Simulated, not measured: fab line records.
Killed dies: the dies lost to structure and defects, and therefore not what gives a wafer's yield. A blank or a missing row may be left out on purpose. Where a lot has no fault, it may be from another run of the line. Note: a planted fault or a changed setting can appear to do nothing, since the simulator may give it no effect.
A lot that was struck, set against a sound lot / flow ritCmos / 14 out of 202 route steps
Sound: wafers L348.2, L348.4, L348.5. Wafers L353.1, L353.3, L353.5 were the ones struck. Last of all comes the cause.
Each step with rows lists, per side, the tool, then ch with its chambers, then its first start. Under that, the readings that differ: sound wafers / struck wafers / difference of the means / sigmas: that difference in standard deviations of wafers without a fault.
alike: same words and numbers on both sides, and readings whose means sit less than 2 such deviations apart. not compared: any withheld reading, any reading some wafer has no value for, any bound like >300 that may hide the same value, and any number with overlapping values for which the record gives no deviation.
The two part at a step that has a row with sigmas, a row that says differs or no value, or rows on one side only. When numbers do not overlap yet have no deviation, they are printed without sigmas and do not part them. Lack of a reading on every wafer of one side parts them only where that side has two or more wafers.

first, 4 steps without rows for these wafers: RIT_NLDD_SOFTBAKE_02 (time 60 s); RIT_NLDD_EXPOSE_03 (exposes mask M7, target cd 40700 nm); RIT_NLDD_PEB_04; RIT_NLDD_DEVELOP_05 (develop time 50 s).
RIT_NLDD_OVL_MEAS_06:
  sound on overlay-01 at day 3 19:33; struck on overlay-02 at day 5 00:46
reading=NLDD_OVL (nm); sound=-0.7 -2.1 -2.0; struck=1.0 1.4 1.4; difference=+2.9; sigmas=+2
then, 2 steps without rows for these wafers: RIT_NLDD_HARDBAKE_07 (time 60 s); RIT_NLDD_IMPLANT_08.
RIT_NLDD_STRIP_09: strips in O2, time 180 s.
  sound on plasmaAsher-03 ch 0, day 3 19:53; struck on plasmaAsher-04 ch 0,1, day 5 01:06
  alike: drypumpMotorCurrentA
  not compared: rfHoursCounterH
RIT_NLDD_TW_MEAS_10:
  sound on filmMetro-03 at day 3 20:04; struck on filmMetro-03 at day 5 01:16
  alike: NLDD_TW
then, 3 steps without rows for these wafers: RIT_PLDD_HMDS_00 (prime time 60 s); RIT_PLDD_COAT_01 (resist thk 1000 nm); RIT_PLDD_SOFTBAKE_02 (time 60 s).
RIT_PLDD_EXPOSE_03: exposes mask M8, target cd 40900 nm.
  struck on ilineStepper-02, day 5 01:55; sound on ilineStepper-01 ch 0, day 3 20:43
  no value came back on the struck wafers for exposureDoseMJCm2, focusOffsetNm (nm); on the sound wafers exposureDoseMJCm2 reads 250.05 250.30 250.22
  alike: mask
then, 1 step without rows for these wafers: RIT_PLDD_PEB_04.

WHERE THEY PART
Last at RIT_PLDD_EXPOSE_03 as far as this record goes, first at RIT_NLDD_OVL_MEAS_06.

WHY: whatever the simulator had introduced
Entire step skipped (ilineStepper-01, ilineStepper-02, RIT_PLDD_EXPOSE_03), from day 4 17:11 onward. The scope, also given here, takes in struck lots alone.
